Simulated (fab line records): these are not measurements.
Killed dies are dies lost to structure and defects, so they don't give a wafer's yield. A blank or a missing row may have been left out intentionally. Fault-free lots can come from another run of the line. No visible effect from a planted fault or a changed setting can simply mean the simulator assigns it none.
fab line records ; flow ritCmos
record lots=15; wafers=45; lastDay=7
route steps=202 shown NWELL@38 NRETRO@61 PRETRO@73 SILICIDE@165
lots that met no fault: taken from a fault-free run of the same line
startH: the number of hours between the record's first day and the start of the first shown wafer of the lot ; waitH: hours elapsed since this lot's preceding step ; " same as the row above ; L1.1+2: one row covering several wafers at once ; - no value, or no start was given ; * or withheld: withheld ; < > ~ a bound
route shown NAME@n: a module of which the file shows steps, and the number in the route of the first ; usual: mean and standard deviation over wafers with no fault ; same: alike in all rows ; chamber/n: place in a boat ; sites: the reading at each site ; _std_site: their standard deviation ; _edge_site: the outer-site mean with the inner-site mean subtracted ; radiusMm: how far each site lies from the wafer's centre ; mask NAME#n: copy n ; behind: tool/chamber where the wafer was last shaped ; hold: why the lot went on hold/how many hours it stayed there/how the hold came to an end ; device: whichever transistor did not switch (one of n, p or np) ; end of line: tests of these same wafers at the route's end ; a step with no rows: only its recipe ; killed: dies lost to structure and defects at the first sort, not the wafer's yield ; map: per-die view of a wafer (x killed, . not killed, _ where there is no die)
set.NAME: the setting as run; set.NAME@STEP: as run at that earlier step ; model.NAME: the simulator's own value behind a step, which no gauge read
the route's steps for a sample of lots (tables are steps, rows are wafers)
services: when a tool's chamber went out of use (startH, in hours from the record's first day, below 0 if earlier), for how many hours, and the reason
## steps
# step RIT_NWELL_TW_MEAS_10
# usual NWELL_TW=2150/17
lot.wafer;tool;chamber;startH;waitH;NWELL_TW
L786.3;filmMetro-01;-;26.69;0.1;2177
L786.4;filmMetro-01;-;26.69;0.1;2184
L786.6;filmMetro-01;-;26.69;0.1;2177
L787.2;filmMetro-03;-;30.96;0.1;2131
L787.3;filmMetro-03;-;30.96;0.1;2125
L787.6;filmMetro-03;-;30.96;0.1;2124
L788.1;filmMetro-01;-;36.52;0.1;2175
L788.3;filmMetro-01;-;36.52;0.1;2172
L788.6;filmMetro-01;-;36.52;0.1;2184
L789.3;filmMetro-02;-;40.88;0.1;2129
L789.4;filmMetro-02;-;40.88;0.1;2124
L789.5;filmMetro-02;-;40.88;0.1;2136
L790.1;filmMetro-03;-;45.95;0.1;2125
L790.2;filmMetro-03;-;45.95;0.1;2144
L790.5;filmMetro-03;-;45.95;0.1;2139
L791.3;filmMetro-03;-;51.06;0.1;2145
L791.5;filmMetro-03;-;51.06;0.1;2148
L791.6;filmMetro-03;-;51.06;0.1;2150
L794.2;filmMetro-01;-;67.74;0.1;2145
L794.5;filmMetro-01;-;67.74;0.1;2154
L794.6;filmMetro-01;-;67.74;0.1;2161
L795.3;filmMetro-02;-;71.06;0.1;2137
L795.4;filmMetro-02;-;71.06;0.1;2138
L795.6;filmMetro-02;-;71.06;0.1;2141
L796.1;filmMetro-02;-;77.30;0.1;2127
L796.4;filmMetro-02;-;77.30;0.1;2118
L796.6;filmMetro-02;-;77.30;0.1;2113
L797.1;filmMetro-02;-;80.99;0.1;2124
L797.2;filmMetro-02;-;80.99;0.1;2110
L797.4;filmMetro-02;-;80.99;0.1;2127
L798.1;filmMetro-01;-;86.50;0.1;2163
L798.2;filmMetro-01;-;86.50;0.1;2172
L798.5;filmMetro-01;-;86.50;0.1;2164
L800.2;filmMetro-01;-;96.00;0.1;2168
L800.3;filmMetro-01;-;96.00;0.1;2168
L800.5;filmMetro-01;-;96.00;0.1;2150
L802.1;filmMetro-01;-;106.76;0.1;2167
L802.2;filmMetro-01;-;106.76;0.1;2169
L802.3;filmMetro-01;-;106.76;0.1;2171
L806.1;filmMetro-03;-;131.54;0.1;2140
L806.2;filmMetro-03;-;131.54;0.1;2158
L806.5;filmMetro-03;-;131.54;0.1;2142
L808.1;filmMetro-03;-;139.17;0.1;2147
L808.2;filmMetro-03;-;139.17;0.1;2141
L808.6;filmMetro-03;-;139.17;0.1;2140
# step RIT_NRETRO_IMPLANT_08
# recipe species=P; energyKev=70; doseCm2=1e+13; tiltDeg=7
# usual beamEnergyKeV=70.000/0.02
# same implantIonAmu=31
lot.wafer;tool;chamber;startH;waitH;beamEnergyKeV
L786.3;implanter-01;0;34.94;0.2;69.993
L786.4;implanter-01;0;34.94;0.2;70.024
L786.6;implanter-01;0;34.94;0.2;70.019
L787.2;implanter-02;0;39.57;0.2;69.977
L787.3;implanter-02;0;39.57;0.2;70.032
L787.6;implanter-02;0;39.57;0.2;69.987
L788.1;implanter-02;0;44.80;0.2;69.996
L788.3;implanter-02;0;44.80;0.2;70.006
L788.6;implanter-02;0;44.80;0.2;70.014
L789.3;implanter-01;0;50.06;0.2;69.992
L789.4;implanter-01;0;50.06;0.2;70.005
L789.5;implanter-01;0;50.06;0.2;70.003
L790.1;implanter-02;0;55.08;0.2;69.979
L790.2;implanter-02;0;55.08;0.2;69.979
L790.5;implanter-02;0;55.08;0.2;69.974
L791.3;implanter-02;0;60.18;0.2;69.970
L791.5;implanter-02;0;60.18;0.2;70.006
L791.6;implanter-02;0;60.18;0.2;70.029
L794.2;implanter-02;0;76.10;0.2;94.505
L794.5;implanter-02;0;76.10;0.2;94.537
L794.6;implanter-02;0;76.10;0.2;94.546
L795.3;implanter-04;0;79.19;0.2;70.032
L795.4;implanter-04;0;79.19;0.2;69.999
L795.6;implanter-04;0;79.19;0.2;70.030
L796.1;implanter-02;0;85.53;0.2;94.505
L796.4;implanter-02;0;85.53;0.2;94.499
L796.6;implanter-02;0;85.53;0.2;94.493
L797.1;implanter-02;0;89.21;0.2;94.504
L797.2;implanter-02;0;89.21;0.2;94.476
L797.4;implanter-02;0;89.21;0.2;94.468
L798.1;implanter-01;0;95.64;0.2;69.974
L798.2;implanter-01;0;95.64;0.2;70.002
L798.5;implanter-01;0;95.64;0.2;69.996
L800.2;implanter-04;0;104.54;0.2;69.977
L800.3;implanter-04;0;104.54;0.2;69.980
L800.5;implanter-04;0;104.54;0.2;69.965
L802.1;implanter-01;0;115.11;0.2;69.999
L802.2;implanter-01;0;115.11;0.2;69.987
L802.3;implanter-01;0;115.11;0.2;70.018
L806.1;implanter-04;0;139.76;0.2;69.983
L806.2;implanter-04;0;139.76;0.2;69.992
L806.5;implanter-04;0;139.76;0.2;70.010
L808.1;implanter-01;0;147.27;0.2;70.001
L808.2;implanter-01;0;147.27;0.2;70.005
L808.6;implanter-01;0;147.27;0.2;70.006
# step RIT_NRETRO_TW_MEAS_10
# usual NRETRO_TW=1049/8.5
lot.wafer;tool;chamber;startH;waitH;NRETRO_TW
L786.3;filmMetro-02;-;35.24;0.1;1039
L786.4;filmMetro-02;-;35.24;0.1;1044
L786.6;filmMetro-02;-;35.24;0.1;1051
L787.2;filmMetro-02;-;39.88;0.1;1042
L787.3;filmMetro-02;-;39.88;0.1;1051
L787.6;filmMetro-02;-;39.88;0.1;1047
L788.1;filmMetro-01;-;45.12;0.1;1064
L788.3;filmMetro-01;-;45.12;0.1;1066
L788.6;filmMetro-01;-;45.12;0.1;1061
L789.3;filmMetro-04;-;50.35;0.1;1050
L789.4;filmMetro-04;-;50.35;0.1;1043
L789.5;filmMetro-04;-;50.35;0.1;1041
L790.1;filmMetro-02;-;55.40;0.1;1049
L790.2;filmMetro-02;-;55.40;0.1;1041
L790.5;filmMetro-02;-;55.40;0.1;1046
L791.3;filmMetro-02;-;60.47;0.1;1042
L791.5;filmMetro-02;-;60.47;0.1;1046
L791.6;filmMetro-02;-;60.47;0.1;1045
L794.2;filmMetro-02;-;76.41;0.1;1118
L794.5;filmMetro-02;-;76.41;0.1;1121
L794.6;filmMetro-02;-;76.41;0.1;1117
L795.3;filmMetro-04;-;79.48;0.1;1042
L795.4;filmMetro-04;-;79.48;0.1;1045
L795.6;filmMetro-04;-;79.48;0.1;1046
L796.1;filmMetro-02;-;85.85;0.1;1113
L796.4;filmMetro-02;-;85.85;0.1;1120
L796.6;filmMetro-02;-;85.85;0.1;1120
L797.1;filmMetro-04;-;89.54;0.1;1122
L797.2;filmMetro-04;-;89.54;0.1;1115
L797.4;filmMetro-04;-;89.54;0.1;1124
L798.1;filmMetro-04;-;95.97;0.1;1044
L798.2;filmMetro-04;-;95.97;0.1;1039
L798.5;filmMetro-04;-;95.97;0.1;1036
L800.2;filmMetro-02;-;104.85;0.1;1049
L800.3;filmMetro-02;-;104.85;0.1;1046
L800.5;filmMetro-02;-;104.85;0.1;1048
L802.1;filmMetro-01;-;115.43;0.1;1066
L802.2;filmMetro-01;-;115.43;0.1;1063
L802.3;filmMetro-01;-;115.43;0.1;1069
L806.1;filmMetro-02;-;140.09;0.1;1052
L806.2;filmMetro-02;-;140.09;0.1;1054
L806.5;filmMetro-02;-;140.09;0.1;1054
L808.1;filmMetro-02;-;147.59;0.1;1058
L808.2;filmMetro-02;-;147.59;0.1;1052
L808.6;filmMetro-02;-;147.59;0.1;1053
# step RIT_PRETRO_STRIP_09
# recipe chemistry=O2; timeS=180; resist=NOVOLAK; platenTempC=withheld; powerW=500; pressureMtorr=4000; o2FlowSccm=4000
# usual drypumpMotorCurrentA=5.6/0.35
lot.wafer;tool;chamber;startH;waitH;drypumpMotorCurrentA;rfHoursCounterH
L786.3;plasmaAsher-03;0;36.78;0.1;4.9;-
L786.4;plasmaAsher-03;1;36.78;0.1;5.8;-
L786.6;plasmaAsher-03;0;36.78;0.1;5.0;-
L787.2;plasmaAsher-03;0;41.37;0.1;5.0;40
L787.3;plasmaAsher-03;1;41.37;0.1;5.8;-
L787.6;plasmaAsher-03;0;41.37;0.1;5.0;-
L788.1;plasmaAsher-03;0;46.66;0.1;5.0;40
L788.3;plasmaAsher-03;1;46.66;0.1;5.8;-
L788.6;plasmaAsher-03;1;46.66;0.1;5.8;-
L789.3;plasmaAsher-02;1;51.95;0.1;5.8;-
L789.4;plasmaAsher-02;0;51.95;0.1;6.0;-
L789.5;plasmaAsher-02;0;51.95;0.1;6.0;-
L790.1;plasmaAsher-02;1;56.78;0.1;5.7;41
L790.2;plasmaAsher-02;0;56.78;0.1;6.0;41
L790.5;plasmaAsher-02;0;56.78;0.1;6.0;-
L791.3;plasmaAsher-04;0;61.89;0.1;5.7;-
L791.5;plasmaAsher-04;1;61.89;0.1;5.3;-
L791.6;plasmaAsher-04;0;61.89;0.1;5.7;-
L794.2;plasmaAsher-03;0;77.78;0.1;5.0;43
L794.5;plasmaAsher-03;0;77.78;0.1;5.0;-
L794.6;plasmaAsher-03;1;77.78;0.1;5.8;-
L795.3;plasmaAsher-02;0;80.90;0.1;5.9;-
L795.4;plasmaAsher-02;1;80.90;0.1;5.7;-
L795.6;plasmaAsher-02;0;80.90;0.1;6.0;-
L796.1;plasmaAsher-03;1;87.35;0.1;5.8;44
L796.4;plasmaAsher-03;1;87.35;0.1;5.8;-
L796.6;plasmaAsher-03;0;87.35;0.1;5.0;-
L797.1;plasmaAsher-04;1;90.91;0.1;5.3;30
L797.2;plasmaAsher-04;0;90.91;0.1;5.7;30
L797.4;plasmaAsher-04;0;90.91;0.1;5.7;-
L798.1;plasmaAsher-02;0;97.34;0.1;6.0;45
L798.2;plasmaAsher-02;1;97.34;0.1;5.8;45
L798.5;plasmaAsher-02;1;97.34;0.1;5.7;-
L800.2;plasmaAsher-04;0;106.34;0.1;5.7;32
L800.3;plasmaAsher-04;1;106.34;0.1;5.3;-
L800.5;plasmaAsher-04;1;106.34;0.1;5.3;-
L802.1;plasmaAsher-03;0;116.94;0.1;5.0;48
L802.2;plasmaAsher-03;1;116.94;0.1;5.8;48
L802.3;plasmaAsher-03;0;116.94;0.1;5.0;-
L806.1;plasmaAsher-03;1;141.59;0.1;5.8;51
L806.2;plasmaAsher-03;0;141.59;0.1;5.0;51
L806.5;plasmaAsher-03;0;141.59;0.1;5.0;-
L808.1;plasmaAsher-03;0;149.19;0.1;5.0;52
L808.2;plasmaAsher-03;1;149.19;0.1;5.8;52
L808.6;plasmaAsher-03;1;149.19;0.1;5.8;-
# step RIT_SILICIDE_RTA_04
# recipe tempC=650; timeS=10; idleTempC=25; rampUpS=5; rampDownS=5; coolToC=25; ambient=N2
# usual wafer_temp_C_max=653.3/0.72
lot.wafer;tool;chamber;startH;waitH;wafer_temp_C_max
L786.3;rtpAnneal-02;0;54.83;0.1;654.7
L786.4;rtpAnneal-02;0;54.83;0.1;653.1
L786.6;rtpAnneal-02;0;54.83;0.1;652.8
L787.2;rtpAnneal-01;0;60.73;0.1;652.8
L787.3;rtpAnneal-01;0;60.73;0.1;653.1
L787.6;rtpAnneal-01;0;60.73;0.1;653.6
L788.1;rtpAnneal-02;0;66.10;0.1;653.7
L788.3;rtpAnneal-02;0;66.10;0.1;653.8
L788.6;rtpAnneal-02;0;66.10;0.1;653.9
L789.3;rtpAnneal-01;0;74.81;0.1;653.8
L789.4;rtpAnneal-01;0;74.81;0.1;653.1
L789.5;rtpAnneal-01;0;74.81;0.1;652.4
L790.1;rtpAnneal-02;0;75.97;0.1;653.1
L790.2;rtpAnneal-02;0;75.97;0.1;653.1
L790.5;rtpAnneal-02;0;75.97;0.1;653.9
L791.3;rtpAnneal-01;0;82.49;0.1;653.8
L791.5;rtpAnneal-01;0;82.49;0.1;653.2
L791.6;rtpAnneal-01;0;82.49;0.1;652.3
L794.2;rtpAnneal-02;0;95.97;0.1;654.7
L794.5;rtpAnneal-02;0;95.97;0.1;653.7
L794.6;rtpAnneal-02;0;95.97;0.1;654.8
L795.3;rtpAnneal-01;0;99.89;0.1;652.9
L795.4;rtpAnneal-01;0;99.89;0.1;654.0
L795.6;rtpAnneal-01;0;99.89;0.1;651.8
L796.1;rtpAnneal-02;0;106.54;0.1;653.5
L796.4;rtpAnneal-02;0;106.54;0.1;653.8
L796.6;rtpAnneal-02;0;106.54;0.1;654.1
L797.1;rtpAnneal-01;0;109.15;0.1;653.3
L797.2;rtpAnneal-01;0;109.15;0.1;654.3
L797.4;rtpAnneal-01;0;109.15;0.1;653.3
L798.1;rtpAnneal-02;0;117.50;0.1;654.2
L798.2;rtpAnneal-02;0;117.50;0.1;653.9
L798.5;rtpAnneal-02;0;117.50;0.1;653.5
L800.2;rtpAnneal-02;0;125.68;0.1;654.1
L800.3;rtpAnneal-02;0;125.68;0.1;654.0
L800.5;rtpAnneal-02;0;125.68;0.1;653.2
L802.1;rtpAnneal-02;0;138.70;0.1;653.5
L802.2;rtpAnneal-02;0;138.70;0.1;652.6
L802.3;rtpAnneal-02;0;138.70;0.1;654.3
L806.1;rtpAnneal-02;0;161.67;0.1;653.9
L806.2;rtpAnneal-02;0;161.67;0.1;654.3
L806.5;rtpAnneal-02;0;161.67;0.1;653.7
L808.1;rtpAnneal-02;0;169.05;0.1;654.3
L808.2;rtpAnneal-02;0;169.05;0.1;652.9
L808.6;rtpAnneal-02;0;169.05;0.1;653.5
## services
tool;chamber;startH;hours;kind
implanter-01;-;13.96;4.5;pm
implanter-04;-;22.55;0.8;repair
plasmaAsher-02;-;30.99;2.8;pm
implanter-04;-;41.50;1.9;pm
implanter-01;-;60.34;0.6;repair
rtpAnneal-01;-;69.45;3.5;pm
plasmaAsher-04;-;130.92;14.6;repair
implanter-04;-;148.61;0.9;repair
## key
firstSign step=RIT_NRETRO_IMPLANT_08; reading=beamEnergyKeV; direction=up; sigmas=99+; usual=70.000; struck=94.504
effect step=RIT_NRETRO_TW_MEAS_10; reading=NRETRO_TW; direction=up; sigmas=8.2; usual=1049; struck=1119
metAt RIT_NRETRO_IMPLANT_08
struckLots L794,L796,L797
testerLeftOut L794,L796,L797
notActingAt RIT_NWELL_TW_MEAS_10,RIT_PRETRO_STRIP_09,RIT_SILICIDE_RTA_04
onsetBetween 60.18 76.10
fault kind=processParameterDrift; tool=implanter-02; chamber=-; onsetH=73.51; steps=RIT_NRETRO_IMPLANT_08; channel=energyKev; offset=24.5; shape=step; endH=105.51; actsIn=theseRecipesOnly; stated=70
# testerLeftOut: of these lots the tester's yield and bins aren't shown, on N5 and GAA mostly nor the transistor test; their killed dies are dies lost to structure and defects alone, not to doping, threshold or leakage, so they don't give the yield
